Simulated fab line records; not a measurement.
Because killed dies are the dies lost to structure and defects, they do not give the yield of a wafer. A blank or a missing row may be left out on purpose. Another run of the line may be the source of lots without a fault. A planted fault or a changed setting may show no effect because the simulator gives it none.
A struck lot beside a sound one ; flow rit-cmos ; 21 out of 202 route steps
Sound: the wafers L644.3, L644.4, L644.6. Wafers L650.1, L650.4, L650.5 were the ones struck. The cause comes at the end.
Order at every step that has rows: each side's tool, ch and its chambers, its first start. Under that, the readings that differ: sound wafers ; struck wafers ; difference of the means ; sigmas: that difference in standard deviations of wafers without a fault.
alike: words and numbers the same on both sides, and readings whose means are apart by under 2 such deviations; not compared: readings that were withheld, readings missing a value for some wafer, numbers with overlapping values and no deviation given by the record, and bounds like >300 which may hide the same value.
Wherever a step has rows on one side only, a row that says differs or no value, or a row with sigmas, the two part there. Numbers that have no deviation but don't overlap get no sigmas and don't part them. A reading that every wafer of one side lacks parts them only if that side has two wafers or more.

first, 1 step without rows for these wafers: RIT_CONTACT_HARDBAKE_10 (time 60 s).
RIT_CONTACT_ETCH_11: etches SiO2 in CHF3/CF4/Ar, stops on TiSi2, target depth 480 nm, time 320 s.
  sound on rie-diel-03 ch 0,1,2, day 6 09:49; struck on rie-diel-01 ch 1,3, day 7 12:49
  alike: CHF3_flow_sccm, O2_flow_sccm, drypump-motor-current-A, oes-product-au, throttle-valve-pct
  not compared: rf-hours-counter-h
RIT_CONTACT_STRIP_12: strips in O2, time 180 s.
  sound on plasma-asher-03 ch 0,1, day 6 10:04; struck on plasma-asher-03 ch 0,1, day 7 13:01
  alike: drypump-motor-current-A
  not compared: rf-hours-counter-h
RIT_CONTACT_CD_MEAS_90: target cd 1000 nm.
  sound on cd-sem-02 at day 6 10:13; struck on cd-sem-01 at day 7 13:11
  alike: cd-nm
then, 2 steps without rows for these wafers: RIT_CONTACT_CLEAN_13 (cleans in SC1, time 600 s); RIT_CONTACT_CLEAN_14 (cleans in SC2, time 600 s).
RIT_M1_SPUTTER_00: material Al, target thk 400 nm, time 500 s.
  sound on pvd-sputter-02 at day 6 10:40; struck on pvd-sputter-02 at day 7 13:39
reading;sound;struck;difference;sigmas
cathode-dc-power-W (W);2001.1 2000.3 2000.2;2000.1 1999.4 1999.3;-0.9;-3
  alike: chamber-pressure-pa, throttle-valve-pct
RIT_M1_RS_MEAS_01: measurement is done with a four-point probe.
  sound on film-metro-04 at day 6 11:00; struck on film-metro-03 at day 7 13:57
  alike: M1_AL_RS
RIT_M1_THK_MEAS_02: measures by xrf.
  sound on film-metro-04 at day 6 11:06; struck on film-metro-03 at day 7 14:04
  alike: M1_AL_THK
then, 3 steps without rows for these wafers: RIT_M1_HMDS_03 (prime time 60 s); RIT_M1_COAT_04 (resist thk 1300 nm); RIT_M1_SOFTBAKE_05 (time 60 s).
RIT_M1_EXPOSE_06: exposes mask M12, target cd 2600 nm.
  sound on iline-stepper-01 ch 0, day 6 11:44; struck on iline-stepper-01 ch 0, day 7 14:35
reading;sound;struck;difference;sigmas
exposure-dose-mJ-cm2;249.61 249.36 249.88;238.98 239.19 238.93;-10.58;-42
  alike: mask
then, 2 steps without rows for these wafers: RIT_M1_PEB_07; RIT_M1_DEVELOP_08 (develop time 68 s).
RIT_M1_CD_MEAS_09: target cd 2600 nm.
  sound on cd-sem-02 at day 6 12:18; struck on cd-sem-02 at day 7 15:01
reading;sound;struck;difference;sigmas
cd-nm (nm);2599.9 2596.0 2598.0;2611.1 2612.9 2609.9;+13.3;+6
RIT_M1_OVL_MEAS_10:
  sound on overlay-01 at day 6 12:24; struck on overlay-01 at day 7 15:08
  alike: M1_OVL
then, 1 step without rows for these wafers: RIT_M1_HARDBAKE_11 (time 120 s).
RIT_M1_METAL_ETCH_12: etches Al in Cl2/BCl3, stops on SiO2, time 165 s, target depth 600 nm.
  sound on rie-metal-02 ch 0,1, day 6 12:43; struck on rie-metal-02 ch 1, day 7 15:25
  alike: drypump-motor-current-A, he-backside-leak-sccm, oes-product-au, throttle-valve-pct
  not compared: rf-hours-counter-h, model.M1.cd-nm
then, 1 step without rows for these wafers: RIT_M1_STRIP_13 (strips in nmp, time 600 s).
RIT_M1_PROBE_99:
  sound on prober-01 at day 6 15:01; struck on prober-01 at day 7 17:43
reading;sound;struck;difference;sigmas
model.etest.m1.width-nm (nm);2598 2599 2606;2611 2611 2617;+12;
  alike: defect-limited-yield, killed-at-contacts, killed-at-front-end, killed-dies, killed-open, killed-short, sort_bin_3_pad_short, sort_bin_5_function, sort_bin_6_memory, sort-n-pass, sort-yield-pct

== WHERE THEY PART ==
First at RIT_M1_SPUTTER_00; last, within this record, at RIT_M1_CD_MEAS_09. Later steps at which nothing parts them and some readings are alike: RIT_M1_OVL_MEAS_10, RIT_M1_METAL_ETCH_12, RIT_M1_PROBE_99.

WHY: what had been put in by the simulator
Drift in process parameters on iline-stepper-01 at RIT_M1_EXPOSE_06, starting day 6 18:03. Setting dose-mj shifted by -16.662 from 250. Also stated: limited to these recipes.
